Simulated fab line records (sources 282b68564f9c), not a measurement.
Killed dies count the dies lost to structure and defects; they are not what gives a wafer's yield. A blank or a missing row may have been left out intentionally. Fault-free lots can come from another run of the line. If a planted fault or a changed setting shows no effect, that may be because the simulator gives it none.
Lot-split experiment + flow rit-cmos + 5 lots, 23 wafers read, on a route of 202 steps

## THE SPLIT ITSELF
At RIT_ACTIVE_OXIDATION_01 (target thk 46.8 nm, ox time 3360 s), the setting temp-c was moved away from the recipe's 1000 C on 10 of the 23 wafers read, by -1.3% to +1.3%. This setting was run at the recipe's value on the other wafers.

Split to reading: the file shows no intervening step.

## THE READING
ACTIVE_OXIDE_THK, in nm, at RIT_ACTIVE_THK_MEAS_02. Typical for fault-free wafers on this fab line: 46.3 nm, with standard deviation 1.1 nm.

| wafer  | tool, chamber at the split | temp-c as run, C | against the recipe | ACTIVE_OXIDE_THK, nm | against lot-mates on the recipe |
|--------|----------------------------|------------------|--------------------|----------------------|---------------------------------|
| L074.1 | -, -                       | 1000             | recipe             | 47.7                 | -                               |
| L074.2 | -, -                       | 1000             | recipe             | 47.2                 | -                               |
| L074.3 | -, -                       | 1000             | recipe             | 47.8                 | -                               |
| L074.4 | -, -                       | 1000             | recipe             | 47.5                 | -                               |
| L074.6 | -, -                       | 1000             | recipe             | 47.6                 | -                               |
| L075.2 | furnace-04, 0              | 1000             | recipe             | 46.5                 | -                               |
| L075.3 | furnace-04, 0              | 1000             | recipe             | 45.9                 | -                               |
| L075.5 | furnace-04, 0              | 1000             | recipe             | 45.8                 | -                               |
| L076.1 | -, -                       | 1013             | +1.3%              | 54.3                 | no lot-mate on the recipe       |
| L076.3 | -, -                       | 1013             | +1.3%              | 53.8                 | no lot-mate on the recipe       |
| L076.4 | -, -                       | 1013             | +1.3%              | 52.9                 | no lot-mate on the recipe       |
| L076.5 | -, -                       | 1013             | +1.3%              | 53.3                 | no lot-mate on the recipe       |
| L076.6 | -, -                       | 1013             | +1.3%              | 53.9                 | no lot-mate on the recipe       |
| L077.1 | -, -                       | 987              | -1.3%              | 42.2                 | no lot-mate on the recipe       |
| L077.2 | -, -                       | 987              | -1.3%              | 42.3                 | no lot-mate on the recipe       |
| L077.3 | -, -                       | 987              | -1.3%              | 42.2                 | no lot-mate on the recipe       |
| L077.5 | -, -                       | 987              | -1.3%              | 42.2                 | no lot-mate on the recipe       |
| L077.6 | -, -                       | 987              | -1.3%              | 42.7                 | no lot-mate on the recipe       |
| L083.1 | -, -                       | 1000             | recipe             | 46.1                 | -                               |
| L083.2 | -, -                       | 1000             | recipe             | 46.5                 | -                               |
| L083.4 | -, -                       | 1000             | recipe             | 45.5                 | -                               |
| L083.5 | -, -                       | 1000             | recipe             | 47.0                 | -                               |
| L083.6 | -, -                       | 1000             | recipe             | 46.0                 | -                               |

THE FIT
A straight line over all 23 wafers: ACTIVE_OXIDE_THK changes by +4.35 nm for each +1% of temp-c; r = +0.97; the points scatter about the line by 0.94 nm.
Too few moved wafers with a lot-mate on the recipe to fit a line net of each lot's own level.

## THE WHOLE CHAIN: every reading that the file lists as answering this split, in the file's order
| step                    | what it does                                            | reading                                                                             | change (the file's fit)              | r (the file's) |
|-------------------------|---------------------------------------------------------|-------------------------------------------------------------------------------------|--------------------------------------|----------------|
| RIT_ACTIVE_OXIDATION_01 | target thk 46.8 nm, ox time 3360 s                      | SiO2_of_ACTIVE_OXIDATION_01.thk-nm (the simulator's own value, which no gauge read) | +4.35 nm for each +1% of the setting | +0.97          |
| RIT_ACTIVE_THK_MEAS_02  |                                                         | ACTIVE_OXIDE_THK                                                                    | +4.36 for each +1% of the setting    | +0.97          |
| RIT_FOX2_WET_ETCH_03    | etches Si3N4 in H3PO4, target depth 195 nm, time 2700 s | SiO2_of_ACTIVE_OXIDATION_01.thk-nm (the simulator's own value, which no gauge read) | +4.08 nm for each +1% of the setting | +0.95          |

## FILE'S OWN FIT
ACTIVE_OXIDE_THK changes by +4.36 nm for each +1% of temp-c, r = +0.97.
